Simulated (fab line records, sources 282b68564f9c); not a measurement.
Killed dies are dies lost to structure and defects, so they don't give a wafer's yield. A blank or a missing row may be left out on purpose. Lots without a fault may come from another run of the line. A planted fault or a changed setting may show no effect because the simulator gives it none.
Which tool did it? | flow rit_cmos | 14 lots, 42 wafers sampled, at 1 step of a route of 202

WHAT THE GAUGES READ, wafer by wafer
The record holds no reading of a measuring or inspecting step that can be judged against a usual standard deviation.

WHICH TOOL RAN EACH LOT (tool, then ch and the chambers of the sampled wafers, then the start)
lot  | RIT_NWELL_COAT_01
L715 | litho_track-04 ch 0, day 1 22:11
L716 | litho_track-02 ch 0, day 2 02:04
L717 | litho_track-04 ch 0, day 2 07:05
L718 | litho_track-03 ch 0, day 2 12:01
L720 | litho_track-03 ch 0, day 3 00:44
L723 | litho_track-02 ch 0, day 3 14:49
L724 | litho_track-02 ch 0, day 3 19:40
L726 | litho_track-02 ch 0, day 4 03:36
L729 | litho_track-04 ch 0, day 4 20:40
L732 | litho_track-03 ch 0, day 5 09:56
L733 | litho_track-03 ch 0, day 5 14:32
L736 | litho_track-03 ch 0, day 6 06:38
L737 | litho_track-04 ch 0, day 6 09:59
L738 | litho_track-04 ch 0, day 6 17:43
- RIT_NWELL_COAT_01: resist thk 1300 nm.

WHAT THE TOOLS THEMSELVES READ (means of the sampled wafers that have a number; where no wafer has one, the mark that the record gives instead)
RIT_NWELL_COAT_01.
lot  | tool           | spin_speed_rpm (rpm)
L715 | litho_track-04 | 1999.7
L716 | litho_track-02 | 1999.2
L717 | litho_track-04 | 1999.9
L718 | litho_track-03 | 2002.0
L720 | litho_track-03 | 1999.9
L723 | litho_track-02 | 1306.3
L724 | litho_track-02 | 1304.5
L726 | litho_track-02 | 1305.8
L729 | litho_track-04 | 1999.6
L732 | litho_track-03 | 1999.2
L733 | litho_track-03 | 2002.3
L736 | litho_track-03 | 2000.8
L737 | litho_track-04 | 2000.2
L738 | litho_track-04 | 1998.5

THE ANSWER, worked out from the rows above alone
Rule: what is usual is taken from the lots themselves. Put in order of their means at a reading, lots are off if they are a third of the lots or fewer, leave a main group of 4 or more, and stand apart from it by a gap of 3 or more times the standard deviation of the main group's means; of several such gaps the widest counts. A main group whose means are all the same, to the digits that the tables above print for the reading, isn't used. A lot without any number at a reading at which 4 lots or more have one is off too. The other lots that the step has rows for count as sound. The gauges are gone through in route order, then the tools' own readings, and for those a lot's mean is taken as printed above. The first step at which some lot is off is used, and at that step the reading that is off furthest; a lot without a number counts as furthest.
Off: L723, L724, L726, at RIT_NWELL_COAT_01 (spin_speed_rpm). The main group: mean 2000.1 rpm, standard deviation 1.1.
A tool fits if, at that step or a process step before it, it ran every lot that is off, and no sound lot after the first of them. One fits: litho_track-02 at RIT_NWELL_COAT_01. Its last sound lot is L716 (day 2 02:04), its first lot that is off L723 (day 3 14:49): a fault that began between those two fits.
The tool's own readings at RIT_NWELL_COAT_01 bear it out: on the lots that are off they differ by more than 5 times the standard deviation of the sound lots' means. spin_speed_rpm reads 1305.5 rpm there against 2000.1 rpm on the sound lots.

WHAT THE SIMULATOR HAD PUT IN
Process parameter drift: litho_track-02, from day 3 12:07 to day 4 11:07, at RIT_NWELL_COAT_01. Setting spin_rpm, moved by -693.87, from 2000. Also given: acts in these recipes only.
Lots struck among those shown: L723, L724, L726. The rule above found the same.
